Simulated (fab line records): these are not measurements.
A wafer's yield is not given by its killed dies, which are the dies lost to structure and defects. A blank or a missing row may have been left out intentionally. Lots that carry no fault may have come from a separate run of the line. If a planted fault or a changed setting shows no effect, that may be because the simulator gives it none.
fab line records	flow ritCmos
record lots=14	wafers=42	lastDay=7
route steps=202 shown ACTIVE@15 NWELL@36 REOX@102 NLDD@109 M1@202
lots that met no fault: taken from a fault-free run of the same line
startH: hours from the record's opening day to when the first of the lot's shown wafers began	waitH: hours since the lot's step before	" the same as in the row above	L1.1+2: a single row standing in for several wafers	- value missing, or start not given	* or withheld: withheld	< > ~ a bound
route shown NAME@n: a module of which the file shows steps, and the number in the route of the first	usual: mean/standard deviation taken from wafers without a fault	same: alike in all rows	chamber/n: place in a boat	sites: each site's reading	_std_site: the standard deviation of these	_edge_site: the outer-site mean with the inner-site mean subtracted	radiusMm: how far each site lies from the wafer's centre	mask NAME#n: copy n	behind: the most recent tool/chamber to have shaped the wafer	hold: what put the lot on hold/how long, in hours/how the hold closed	device: names the non-switching transistor (n, p or np)	end of line: tests of these same wafers at the route's end	step lacking rows: just its recipe	killed: dies lost to structure and defects at the first sort, not the wafer's yield	map: the dies of a wafer, with x for killed, . for not killed, _ for no die there
set.NAME: the setting the step ran with; set.NAME@STEP: the setting that earlier step ran with	model.NAME: the simulator's own value behind a step, which no gauge read
one table for each step of the route and one row for each wafer, over a sample of lots
services: when a tool's chamber went out of use (startH, in hours from the record's first day, below 0 if earlier), for how many hours, and the reason
## steps
# step RIT_ACTIVE_STRIP_14
# recipe chemistry=O2	timeS=180	resist=NOVOLAK	platenTempC=withheld	powerW=500	pressureMtorr=4000	o2FlowSccm=4000
# usual chamberPressureMTorr=4000/3.3	drypumpMotorCurrentA=5.6/0.43	rfReflPowerW=6.5/1.3
lot.wafer	tool	chamber	startH	waitH	chamberPressureMTorr	drypumpMotorCurrentA	rfHoursCounterH	rfReflPowerW
L828.1	plasmaAsher-03	1	15.01	0.1	4006	4.8	38	8.6
L828.3	"	1	"	"	3996	4.8	-	8.2
L828.5	"	0	"	"	3999	5.8	-	4.9
L829.1	plasmaAsher-04	0	20.48	0.1	4001	5.9	36	8.0
L829.2	"	1	"	"	3999	5.7	36	7.6
L829.4	"	0	"	"	4002	5.9	-	7.8
L830.2	plasmaAsher-01	0	24.97	0.1	4001	5.4	38	6.1
L830.3	"	0	"	"	3995	5.4	-	6.0
L830.4	"	1	"	"	3996	6.2	-	5.6
L831.1	plasmaAsher-03	0	30.03	0.1	3995	5.8	40	4.8
L831.4	"	1	"	"	4004	4.8	-	8.2
L831.6	"	0	"	"	3997	5.8	-	4.8
L832.1	plasmaAsher-01	1	34.97	0.1	4000	6.1	40	5.4
L832.3	"	0	"	"	3995	5.4	-	6.3
L832.4	"	1	"	"	4003	6.1	-	5.3
L833.2	plasmaAsher-04	1	40.28	0.1	4001	5.7	38	8.0
L833.3	"	1	"	"	4000	5.7	-	7.6
L833.5	"	0	"	"	4003	5.9	-	8.0
L834.2	plasmaAsher-04	1	44.84	0.1	3997	5.7	38	7.6
L834.3	"	0	"	"	3997	5.9	-	8.1
L834.4	"	1	"	"	4001	5.7	-	7.7
L835.3	plasmaAsher-04	1	50.03	0.1	3992	5.7	-	7.3
L835.4	"	0	"	"	3994	5.9	-	7.5
L835.5	"	1	"	"	4005	5.7	-	7.5
L836.1	plasmaAsher-01	1	54.84	0.1	4004	6.1	42	5.5
L836.4	"	1	"	"	4007	6.1	-	5.6
L836.6	"	1	"	"	3999	6.2	-	5.6
L838.2	plasmaAsher-01	0	64.97	0.1	3994	5.4	43	6.3
L838.3	"	0	"	"	3995	5.4	-	6.2
L838.4	"	1	"	"	4001	6.2	-	5.6
L846.1	plasmaAsher-03	1	104.84	0.1	4003	4.8	48	8.6
L846.4	"	1	"	"	3999	4.8	-	8.8
L846.5	"	0	"	"	4001	5.8	-	4.9
L848.2	plasmaAsher-01	0	114.84	0.1	3998	5.4	49	5.9
L848.3	"	0	"	"	3999	5.4	-	6.5
L848.6	"	1	"	"	3999	6.1	-	5.4
L850.1	plasmaAsher-03	1	124.84	0.1	3997	4.8	51	8.8
L850.2	"	0	"	"	4005	5.8	51	5.1
L850.6	"	0	"	"	4004	5.8	-	4.9
L851.2	plasmaAsher-01	0	129.84	0.1	3999	5.4	50	6.2
L851.4	"	0	"	"	3999	5.4	-	5.9
L851.5	"	0	"	"	3999	5.4	-	6.2
# step RIT_NWELL_IMPLANT_08
# recipe species=P	energyKev=170	doseCm2=5e+13	tiltDeg=7
# usual faradayCurrentUA=159/3.4
lot.wafer	tool	chamber	startH	waitH	faradayCurrentUA
L828.1	implanter-02	0	21.04	0.2	154
L828.3	"	0	"	"	157
L828.5	"	0	"	"	158
L829.1	implanter-01	0	27.69	0.2	155
L829.2	"	0	"	"	159
L829.4	"	0	"	"	157
L830.2	implanter-01	0	31.46	0.2	160
L830.3	"	0	"	"	161
L830.4	"	0	"	"	161
L831.1	implanter-01	0	38.13	0.2	159
L831.4	"	0	"	"	162
L831.6	"	0	"	"	155
L832.1	implanter-02	0	40.77	0.2	168
L832.3	"	0	"	"	160
L832.4	"	0	"	"	155
L833.2	implanter-02	0	46.53	0.2	160
L833.3	"	0	"	"	162
L833.5	"	0	"	"	159
L834.2	implanter-01	0	51.88	0.2	156
L834.3	"	0	"	"	159
L834.4	"	0	"	"	155
L835.3	implanter-02	0	55.93	0.2	156
L835.4	"	0	"	"	160
L835.5	"	0	"	"	153
L835.3	implanter-02	0	56.24	0.3	157
L835.4	"	0	"	"	159
L835.5	"	0	"	"	160
L836.1	implanter-03	0	60.66	0.2	159
L836.4	"	0	"	"	157
L836.6	"	0	"	"	155
L838.2	implanter-01	0	70.66	0.2	161
L838.3	"	0	"	"	164
L838.4	"	0	"	"	164
L846.1	implanter-01	0	110.87	0.2	156
L846.4	"	0	"	"	155
L846.5	"	0	"	"	160
L846.1	implanter-01	0	111.19	0.3	159
L846.4	"	0	"	"	158
L846.5	"	0	"	"	159
L848.2	implanter-02	0	121.62	0.2	156
L848.3	"	0	"	"	162
L848.6	"	0	"	"	158
L850.1	implanter-03	0	130.65	0.2	157
L850.2	"	0	"	"	160
L850.6	"	0	"	"	161
L851.2	implanter-01	0	137.13	0.2	154
L851.4	"	0	"	"	163
L851.5	"	0	"	"	154
# step RIT_NWELL_TW_MEAS_10
# usual NWELL_TW=2163/10
lot.wafer	tool	chamber	startH	waitH	NWELL_TW
L828.1	filmMetro-04	-	21.36	0.1	2148
L828.3	"	-	"	"	2151
L828.5	"	-	"	"	2155
L829.1	filmMetro-02	-	28.02	0.1	2166
L829.2	"	-	"	"	2161
L829.4	"	-	"	"	2168
L830.2	filmMetro-03	-	31.77	0.1	2170
L830.3	"	-	"	"	2159
L830.4	"	-	"	"	2159
L831.1	filmMetro-02	-	38.46	0.1	2181
L831.4	"	-	"	"	2168
L831.6	"	-	"	"	2174
L832.1	filmMetro-02	-	41.10	0.1	2157
L832.3	"	-	"	"	2155
L832.4	"	-	"	"	2162
L833.2	filmMetro-04	-	46.84	0.1	2161
L833.3	"	-	"	"	2148
L833.5	"	-	"	"	2152
L834.2	filmMetro-02	-	52.19	0.1	2159
L834.3	"	-	"	"	2166
L834.4	"	-	"	"	2155
L835.3	filmMetro-03	-	56.54	0.1	2697
L835.4	"	-	"	"	2700
L835.5	"	-	"	"	2694
L836.1	filmMetro-03	-	60.99	0.1	2185
L836.4	"	-	"	"	2177
L836.6	"	-	"	"	2173
L838.2	filmMetro-03	-	70.97	0.1	2161
L838.3	"	-	"	"	2182
L838.4	"	-	"	"	2178
L846.1	filmMetro-02	-	111.51	0.1	2691
L846.4	"	-	"	"	2687
L846.5	"	-	"	"	2680
L848.2	filmMetro-03	-	121.93	0.1	2170
L848.3	"	-	"	"	2171
L848.6	"	-	"	"	2178
L850.1	filmMetro-04	-	130.98	0.1	2156
L850.2	"	-	"	"	2161
L850.6	"	-	"	"	2169
L851.2	filmMetro-02	-	137.44	0.1	2161
L851.4	"	-	"	"	2152
L851.5	"	-	"	"	2162
# step RIT_WELLDRIVE_RS_MEAS_01
# recipe thkMeasGauge=four-point-probe
# usual NWELL_RS=275.5/0.85
lot.wafer	tool	chamber	startH	waitH	NWELL_RS[ohm/sq]
L828.1	filmMetro-02	-	28.81	0.0	275.2
L828.3	"	-	"	"	276.0
L828.5	"	-	"	"	275.0
L829.1	filmMetro-03	-	34.74	0.0	275.3
L829.2	"	-	"	"	275.7
L829.4	"	-	"	"	276.3
L830.2	filmMetro-02	-	38.86	0.0	274.5
L830.3	"	-	"	"	273.4
L830.4	"	-	"	"	274.6
L831.1	filmMetro-03	-	46.87	0.0	275.5
L831.4	"	-	"	"	275.2
L831.6	"	-	"	"	274.3
L832.1	filmMetro-04	-	47.79	0.0	276.7
L832.3	"	-	"	"	276.2
L832.4	"	-	"	"	276.7
L833.2	filmMetro-02	-	53.75	0.0	275.4
L833.3	"	-	"	"	275.4
L833.5	"	-	"	"	274.7
L834.2	filmMetro-03	-	58.90	0.0	275.7
L834.3	"	-	"	"	276.4
L834.4	"	-	"	"	275.6
L835.3	filmMetro-03	-	63.49	0.0	183.2
L835.4	"	-	"	"	183.7
L835.5	"	-	"	"	183.5
L836.1	filmMetro-03	-	67.84	0.0	274.7
L836.4	"	-	"	"	275.4
L836.6	"	-	"	"	275.8
L838.2	filmMetro-02	-	77.68	0.0	276.6
L838.3	"	-	"	"	276.1
L838.4	"	-	"	"	276.0
L846.1	filmMetro-03	-	118.21	0.0	182.2
L846.4	"	-	"	"	182.2
L846.5	"	-	"	"	182.6
L848.2	filmMetro-03	-	128.76	0.0	275.4
L848.3	"	-	"	"	275.2
L848.6	"	-	"	"	274.8
L850.1	filmMetro-03	-	137.84	0.0	275.1
L850.2	"	-	"	"	274.0
L850.6	"	-	"	"	274.1
L851.2	filmMetro-02	-	144.15	0.0	275.8
L851.4	"	-	"	"	275.4
L851.5	"	-	"	"	274.8
# step RIT_REOX_THK_MEAS_04
# recipe reads=SiO2_of_REOX_OXIDATION_03
# usual REOX_OXIDE_THK=25.2/0.41
lot.wafer	tool	chamber	startH	waitH	REOX_OXIDE_THK[nm]
L828.1	filmMetro-04	-	41.79	0.0	25.3
L828.3	"	-	"	"	24.9
L828.5	"	-	"	"	25.4
L829.1	filmMetro-02	-	46.83	0.0	25.2
L829.2	"	-	"	"	25.1
L829.4	"	-	"	"	25.1
L830.2	filmMetro-04	-	51.34	0.0	25.2
L830.3	"	-	"	"	24.7
L830.4	"	-	"	"	25.3
L831.1	filmMetro-03	-	59.84	0.0	24.9
L831.4	"	-	"	"	25.1
L831.6	"	-	"	"	24.8
L832.1	filmMetro-02	-	61.43	0.0	25.3
L832.3	"	-	"	"	25.2
L832.4	"	-	"	"	25.3
L833.2	filmMetro-02	-	66.80	0.0	25.7
L833.3	"	-	"	"	26.0
L833.5	"	-	"	"	25.3
L834.2	filmMetro-02	-	71.15	0.0	25.9
L834.3	"	-	"	"	25.5
L834.4	"	-	"	"	25.4
L835.3	filmMetro-04	-	74.83	0.0	24.8
L835.4	"	-	"	"	25.7
L835.5	"	-	"	"	24.9
L836.1	filmMetro-04	-	80.67	0.0	25.4
L836.4	"	-	"	"	25.5
L836.6	"	-	"	"	25.4
L838.2	filmMetro-02	-	90.46	0.0	24.4
L838.3	"	-	"	"	24.0
L838.4	"	-	"	"	24.2
L846.1	filmMetro-03	-	131.29	0.0	25.4
L846.4	"	-	"	"	25.5
L846.5	"	-	"	"	25.5
L848.2	filmMetro-04	-	140.67	0.0	25.2
L848.3	"	-	"	"	24.9
L848.6	"	-	"	"	25.2
L850.1	filmMetro-02	-	149.51	0.0	25.2
L850.2	"	-	"	"	25.2
L850.6	"	-	"	"	25.1
L851.2	filmMetro-02	-	156.98	0.0	25.3
L851.4	"	-	"	"	25.7
L851.5	"	-	"	"	25.9
# step RIT_NLDD_OVL_MEAS_06
# usual NLDD_OVL=-0.2/1.4
lot.wafer	tool	chamber	startH	waitH	NLDD_OVL[nm]
L828.1	overlay-01	-	42.72	-	2.4
L828.3	"	-	"	"	0.0
L828.5	"	-	"	"	1.3
L829.1	overlay-02	-	47.86	-	-0.5
L829.2	"	-	"	"	-0.4
L829.4	"	-	"	"	-1.1
L830.2	overlay-01	-	52.25	-	-2.2
L830.3	"	-	"	"	0.4
L830.4	"	-	"	"	-1.1
L831.1	overlay-02	-	60.75	-	-3.1
L831.4	"	-	"	"	-3.0
L831.6	"	-	"	"	-3.8
L832.1	overlay-01	-	62.52	-	-0.9
L832.3	"	-	"	"	-0.1
L832.4	"	-	"	"	0.5
L833.2	overlay-02	-	67.78	-	1.0
L833.3	"	-	"	"	0.7
L833.5	"	-	"	"	-0.4
L834.2	overlay-01	-	72.05	-	2.0
L834.3	"	-	"	"	3.3
L834.4	"	-	"	"	2.7
L835.3	overlay-01	-	75.86	-	-2.1
L835.4	"	-	"	"	-1.3
L835.5	"	-	"	"	-2.9
L836.1	overlay-01	-	81.70	-	-1.3
L836.4	"	-	"	"	-0.7
L836.6	"	-	"	"	-0.9
L838.2	overlay-02	-	91.36	-	-1.2
L838.3	"	-	"	"	-1.7
L838.4	"	-	"	"	-0.2
L846.1	overlay-02	-	132.33	-	-0.9
L846.4	"	-	"	"	0.7
L846.5	"	-	"	"	-0.4
L848.2	overlay-01	-	141.58	-	0.1
L848.3	"	-	"	"	0.2
L848.6	"	-	"	"	0.4
L850.1	overlay-01	-	150.55	-	0.0
L850.2	"	-	"	"	-0.7
L850.6	"	-	"	"	0.5
L851.2	overlay-02	-	158.06	-	-1.2
L851.4	"	-	"	"	-0.2
L851.5	"	-	"	"	-0.4
# step RIT_M1_PROBE_99
# usual killedAtContacts=0.1/0.32	killedAtFrontEnd=7/3	killedDies=7/3	killedOpen=3.4/2.2	killedShort=3.3/1.8
# same grossDies=264	killed_at_M0_to_M3=0	killed_at_M4_up=0	killedAtBackSide=0	killedAtOther=0
lot.wafer	tool	chamber	startH	waitH	killedAtContacts	killedAtFrontEnd	killedDies	killedOpen	killedShort
L828.1	prober-01	-	58.48	0.1	0	4	4	3	1
L828.3	prober-01	-	58.58	0.2	0	5	5	2	3
L828.5	prober-01	-	58.68	0.2	0	5	5	2	3
L829.1	prober-02	-	64.36	0.1	0	3	3	2	1
L829.2	prober-02	-	64.41	0.1	1	5	6	3	3
L829.4	prober-02	-	64.51	0.2	0	12	12	7	5
L830.2	prober-01	-	68.51	0.1	0	10	10	6	4
L830.3	prober-01	-	68.56	0.2	0	6	6	4	2
L830.4	prober-01	-	68.61	0.2	2	5	7	2	5
L831.1	prober-02	-	76.29	0.1	0	5	5	1	4
L831.4	prober-02	-	76.44	0.2	0	7	7	5	2
L831.6	prober-02	-	76.54	0.2	0	4	4	1	3
L832.1	prober-01	-	78.19	0.1	0	14	14	8	6
L832.3	prober-01	-	78.29	0.2	0	5	5	2	3
L832.4	prober-01	-	78.34	0.2	0	6	6	4	2
L833.2	prober-02	-	83.12	0.1	0	12	12	3	9
L833.3	prober-02	-	83.17	0.2	0	8	8	8	0
L833.5	prober-02	-	83.27	0.2	0	5	5	3	2
L834.2	prober-01	-	87.67	0.1	0	5	5	2	3
L834.3	prober-01	-	87.72	0.2	0	7	7	3	4
L834.4	prober-01	-	87.77	0.2	0	10	10	5	5
L835.3	prober-02	-	91.84	0.2	0	12	12	7	5
L835.4	prober-02	-	91.89	0.2	0	4	4	1	3
L835.5	prober-02	-	91.94	0.2	0	7	7	2	5
L836.1	prober-01	-	97.21	0.1	0	10	10	5	5
L836.4	prober-01	-	97.36	0.2	0	4	4	1	3
L836.6	prober-01	-	97.46	0.2	0	11	11	9	2
L838.2	prober-01	-	106.75	0.1	0	3	3	1	2
L838.3	prober-01	-	106.80	0.2	0	4	4	3	1
L838.4	prober-01	-	106.85	0.2	0	4	4	2	2
L846.1	prober-01	-	149.39	0.1	0	4	4	1	3
L846.4	prober-01	-	149.54	0.2	0	3	3	1	2
L846.5	prober-01	-	149.59	0.2	0	2	2	0	2
L848.2	prober-01	-	158.64	0.1	0	11	11	6	5
L848.3	prober-01	-	158.69	0.2	0	8	8	4	4
L848.6	prober-01	-	158.84	0.2	0	6	6	3	3
L850.1	prober-01	-	165.76	0.1	0	6	6	3	3
L850.2	prober-01	-	165.81	0.1	0	6	6	1	5
L850.6	prober-01	-	166.01	0.2	0	9	9	4	5
L851.2	prober-02	-	173.67	0.1	0	9	9	5	4
L851.4	prober-02	-	173.77	0.2	0	8	8	5	3
L851.5	prober-02	-	173.82	0.2	0	15	15	11	4
# killed by level:class
L828.1 GATE:geometricParticle:open=2 FOX1:geometricParticle:short=1 SILICIDE:geometricParticle:open=1
L828.3 GATE:geometricParticle:short=3 FOX2:geometricParticle:open=1 GATE:geometricParticle:open=1
L828.5 FOX2:geometricParticle:short=2 GATE:geometricParticle:open=2 FOX1:geometricParticle:short=1
L829.1 GATE:geometricParticle:open=2 GATE:geometricParticle:short=1
L829.2 GATE:geometricParticle:open=2 FOX1:geometricParticle:short=1 GATE:geometricParticle:short=1 REOX:geometricParticle:short=1 CONTACT:geometricParticle:open=1
L829.4 GATE:geometricParticle:short=4 GATE:geometricParticle:open=3 SPACER:geometricParticle:open=2 SILICIDE:geometricParticle:open=2 SPACER:geometricParticle:short=1
L830.2 GATE:geometricParticle:open=3 GATE:geometricParticle:short=2 FOX1:geometricParticle:open=1 FOX1:geometricParticle:short=1 FOX2:geometricParticle:open=1 SILICIDE:geometricParticle:open=1 SILICIDE:geometricParticle:short=1
L830.3 FOX1:geometricParticle:open=3 FOX1:geometricParticle:short=1 GATE:geometricParticle:short=1 GATE:geometricParticle:open=1
L830.4 GATE:geometricParticle:short=1 REOX:geometricParticle:short=1 SPACER:geometricParticle:short=1 SPACER:geometricParticle:open=1 SILICIDE:geometricParticle:short=1 CONTACT:geometricParticle:short=1 CONTACT:geometricParticle:open=1
L831.1 FOX1:geometricParticle:short=2 GATE:geometricParticle:short=1 REOX:geometricParticle:short=1 SILICIDE:geometricParticle:open=1
L831.4 GATE:geometricParticle:open=3 FOX1:geometricParticle:short=1 FOX1:geometricParticle:open=1 REOX:geometricParticle:open=1 SPACER:geometricParticle:short=1
L831.6 GATE:geometricParticle:short=3 SPACER:geometricParticle:open=1
L832.1 SILICIDE:geometricParticle:open=3 FOX1:geometricParticle:short=2 GATE:geometricParticle:open=2 GATE:geometricParticle:short=2 SPACER:geometricParticle:open=2 ACTIVE:geometricParticle:short=1 REOX:geometricParticle:open=1 SILICIDE:geometricParticle:short=1
L832.3 GATE:geometricParticle:short=2 FOX1:geometricParticle:open=1 FOX1:geometricParticle:short=1 FOX2:geometricParticle:open=1
L832.4 SILICIDE:geometricParticle:open=2 FOX2:geometricParticle:short=1 FOX2:geometricParticle:open=1 GATE:geometricParticle:short=1 GATE:geometricParticle:open=1
L833.2 GATE:geometricParticle:short=4 REOX:geometricParticle:short=3 FOX2:geometricParticle:short=2 GATE:geometricParticle:open=2 FOX1:geometricParticle:open=1
L833.3 GATE:geometricParticle:open=6 FOX2:geometricParticle:open=1 SILICIDE:geometricParticle:open=1
L833.5 REOX:geometricParticle:open=2 GATE:geometricParticle:open=1 GATE:geometricParticle:short=1 REOX:geometricParticle:short=1
L834.2 GATE:geometricParticle:short=2 FOX1:geometricParticle:short=1 FOX1:geometricParticle:open=1 GATE:geometricParticle:open=1
L834.3 SPACER:geometricParticle:short=3 GATE:geometricParticle:short=1 GATE:geometricParticle:open=1 SPACER:geometricParticle:open=1 SILICIDE:geometricParticle:open=1
L834.4 GATE:geometricParticle:short=3 GATE:geometricParticle:open=2 SPACER:geometricParticle:short=2 REOX:geometricParticle:open=1 SPACER:geometricParticle:open=1 SILICIDE:geometricParticle:open=1
L835.3 GATE:geometricParticle:open=2 GATE:geometricParticle:short=2 REOX:geometricParticle:open=2 SILICIDE:geometricParticle:open=2 REOX:geometricParticle:short=1 SPACER:geometricParticle:short=1 SPACER:geometricParticle:open=1 SILICIDE:geometricParticle:short=1
L835.4 FOX1:geometricParticle:short=1 GATE:geometricParticle:short=1 SPACER:geometricParticle:short=1 SILICIDE:geometricParticle:open=1
L835.5 GATE:geometricParticle:short=2 GATE:geometricParticle:open=2 FOX1:geometricParticle:short=1 SPACER:geometricParticle:short=1 SILICIDE:geometricParticle:short=1
L836.1 GATE:geometricParticle:short=2 SPACER:geometricParticle:short=2 SILICIDE:geometricParticle:open=2 GATE:geometricParticle:open=1 REOX:geometricParticle:open=1 SPACER:geometricParticle:open=1 SILICIDE:geometricParticle:short=1
L836.4 GATE:geometricParticle:short=2 GATE:geometricParticle:open=1 REOX:geometricParticle:short=1
L836.6 GATE:geometricParticle:open=4 SILICIDE:geometricParticle:open=2 FOX2:geometricParticle:open=1 REOX:geometricParticle:open=1 REOX:geometricParticle:short=1 SPACER:geometricParticle:short=1 SPACER:geometricParticle:open=1
L838.2 FOX1:geometricParticle:short=1 GATE:geometricParticle:open=1 SPACER:geometricParticle:short=1
L838.3 GATE:geometricParticle:open=1 REOX:geometricParticle:open=1 SILICIDE:geometricParticle:open=1 SILICIDE:geometricParticle:short=1
L838.4 GATE:geometricParticle:open=2 GATE:geometricParticle:short=1 SPACER:geometricParticle:short=1
L846.1 FOX1:geometricParticle:open=1 FOX2:geometricParticle:short=1 GATE:geometricParticle:short=1 SILICIDE:geometricParticle:short=1
L846.4 FOX2:geometricParticle:short=1 GATE:geometricParticle:short=1 SILICIDE:geometricParticle:open=1
L846.5 FOX2:geometricParticle:short=1 SPACER:geometricParticle:short=1
L848.2 FOX1:geometricParticle:short=2 GATE:geometricParticle:open=2 SILICIDE:geometricParticle:open=2 FOX1:geometricParticle:open=1 FOX2:geometricParticle:short=1 GATE:geometricParticle:short=1 REOX:geometricParticle:open=1 SILICIDE:geometricParticle:short=1
L848.3 GATE:geometricParticle:open=2 SPACER:geometricParticle:short=2 FOX2:geometricParticle:open=1 FOX2:geometricParticle:short=1 GATE:geometricParticle:short=1 SILICIDE:geometricParticle:open=1
L848.6 GATE:geometricParticle:short=1 REOX:geometricParticle:open=1 REOX:geometricParticle:short=1 SPACER:geometricParticle:open=1 SILICIDE:geometricParticle:short=1 SILICIDE:geometricParticle:open=1
L850.1 GATE:geometricParticle:open=2 GATE:geometricParticle:short=2 FOX1:geometricParticle:short=1 SILICIDE:geometricParticle:open=1
L850.2 SPACER:geometricParticle:short=2 SILICIDE:geometricParticle:short=2 GATE:geometricParticle:open=1 GATE:geometricParticle:short=1
L850.6 FOX1:geometricParticle:open=2 GATE:geometricParticle:short=2 REOX:geometricParticle:open=2 SILICIDE:geometricParticle:short=2 REOX:geometricParticle:short=1
L851.2 REOX:geometricParticle:open=2 FOX1:geometricParticle:open=1 GATE:geometricParticle:short=1 REOX:geometricParticle:short=1 SPACER:geometricParticle:open=1 SPACER:geometricParticle:short=1 SILICIDE:geometricParticle:short=1 SILICIDE:geometricParticle:open=1
L851.4 REOX:geometricParticle:open=3 SILICIDE:geometricParticle:short=2 FOX1:geometricParticle:open=1 FOX2:geometricParticle:open=1 GATE:geometricParticle:short=1
L851.5 REOX:geometricParticle:open=4 FOX1:geometricParticle:open=2 GATE:geometricParticle:open=2 SPACER:geometricParticle:open=2 FOX1:geometricParticle:short=1 FOX2:geometricParticle:short=1 FOX2:geometricParticle:open=1 GATE:geometricParticle:short=1
## services
tool	chamber	startH	hours	kind
implanter-02	-	49.23	3.8	pm
plasmaAsher-04	-	108.75	9.0	pm
plasmaAsher-04	0	108.75	9.0	ventCycle
plasmaAsher-04	1	108.75	9.0	ventCycle
plasmaAsher-04	0	117.75	-	clean
plasmaAsher-04	1	117.75	-	clean
## key
firstSign step=RIT_NWELL_IMPLANT_08	reading=visit	direction=added
effect step=RIT_NWELL_TW_MEAS_10	reading=NWELL_TW	direction=up	sigmas=52	usual=2163	struck=2691
effect step=RIT_WELLDRIVE_RS_MEAS_01	reading=NWELL_RS	direction=down	sigmas=99+	usual=275.5	struck=182.9
metAt RIT_NWELL_IMPLANT_08
struckLots L835,L846
testerLeftOut L835,L846
notActingAt RIT_ACTIVE_STRIP_14,RIT_REOX_THK_MEAS_04,RIT_NLDD_OVL_MEAS_06
fault kind=repeatedStepWhole	tool=implanter-01,implanter-02,implanter-03	chamber=-	onsetH=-	steps=RIT_NWELL_IMPLANT_08	times=1	scope=struckLotsOnly
# testerLeftOut: of these lots the tester's yield and bins aren't shown, on N5 and GAA mostly nor the transistor test; their killed dies are dies lost to structure and defects alone, not to doping, threshold or leakage, so they don't give the yield
